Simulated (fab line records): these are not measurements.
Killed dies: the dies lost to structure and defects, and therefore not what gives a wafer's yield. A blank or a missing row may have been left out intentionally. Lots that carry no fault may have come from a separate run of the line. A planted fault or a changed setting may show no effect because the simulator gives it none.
Comparing a struck lot with a sound one || flow berkeleyCmos170 || 14 steps out of a route of 331
Sound: these wafers, L977.1, L977.3, L977.6. Wafers L990.1, L990.2, L990.5 were the ones struck. Last of all comes the cause.
Per side, at each step with rows, come the tool, then ch with its chambers, and then its first start. Under that, the readings that differ: sound wafers || struck wafers || difference of the means || sigmas: that difference in standard deviations of wafers without a fault.
alike: words and numbers the same on both sides, and readings whose means are apart by under 2 such deviations; not compared: readings that were withheld, readings missing a value for some wafer, numbers with overlapping values and no deviation given by the record, and bounds like >300 which may hide the same value.
A row with sigmas, a row that says differs or no value, or rows on one side alone: a step with any of these is where the two part. Numbers that don't overlap but have no deviation are shown without sigmas and don't part them. Lack of a reading on every wafer of one side parts them only where that side has two or more wafers.

first, 2 steps without rows for these wafers: UCB170_NWELL_PEB_10; UCB170_NWELL_DEVELOP_11 (develop time 45 s).
UCB170_NWELL_OVL_MEAS_12:
  sound on overlay-02, day 3 09:18; struck on overlay-01, day 6 09:38
  alike: NWELL_OVL
UCB170_NWELL_ETCH_13: etches Si3N4 in CH3F/Ar/O2, stops on SiO2, target depth 246.4 nm, time 154 s.
  sound on rieDiel-04 ch 0,2,3, day 3 09:20; struck on rieDiel-01 ch 2,3, day 6 09:41
  alike: drypumpMotorCurrentA, oesProductAu, rfFwdPowerW, throttleValvePct
  not compared: rfHoursCounterH
following that, these wafers have no rows for 1 step: UCB170_NWELL_IMPLANT_14.
UCB170_NWELL_STRIP_15: strips in O2.
  sound on plasmaAsher-02 ch 0,1, day 3 09:35; struck on plasmaAsher-04 ch 0,1, day 6 09:56
  alike: drypumpMotorCurrentA, o2FlowSccm, oesProductAu, stripTimeToEndpointS
  not compared: rfHoursCounterH
UCB170_NWELL_TW_MEAS_16:
  sound on filmMetro-02, day 3 09:41; struck on filmMetro-04, day 6 10:02
  alike: NWELL_TW
then, 5 steps without rows for these wafers: UCB170_NWELL_CLEAN_17 (cleans in SPM, time 600 s); UCB170_NWELL_WET_ETCH_18 (etches Si3N4 in H3PO4, time 14400 s); UCB170_NWELL_WET_ETCH_19 (etches SiO2 in BOE, time 22 s); UCB170_PWELL_CLEAN_00 (cleans in SPM, time 600 s); UCB170_PWELL_CLEAN_01 (cleans in dHF, time 60 s).
UCB170_PWELL_OXIDATION_02: target thk 26.4 nm, ox time 1260 s.
  sound on furnace-02 ch 0, day 3 16:28; struck on furnace-03, day 6 16:21
  no value came back on the struck wafers for oxTempC (C), oxTempCMax; on the sound wafers oxTempC (C) reads 1000.1 999.8 999.7
then, 1 step without rows for these wafers: UCB170_PWELL_ANNEAL_04 (time 900 s).

WHERE THEY PART
At UCB170_PWELL_OXIDATION_02 and nowhere else, as far as this record goes.

WHY: whatever the simulator had introduced
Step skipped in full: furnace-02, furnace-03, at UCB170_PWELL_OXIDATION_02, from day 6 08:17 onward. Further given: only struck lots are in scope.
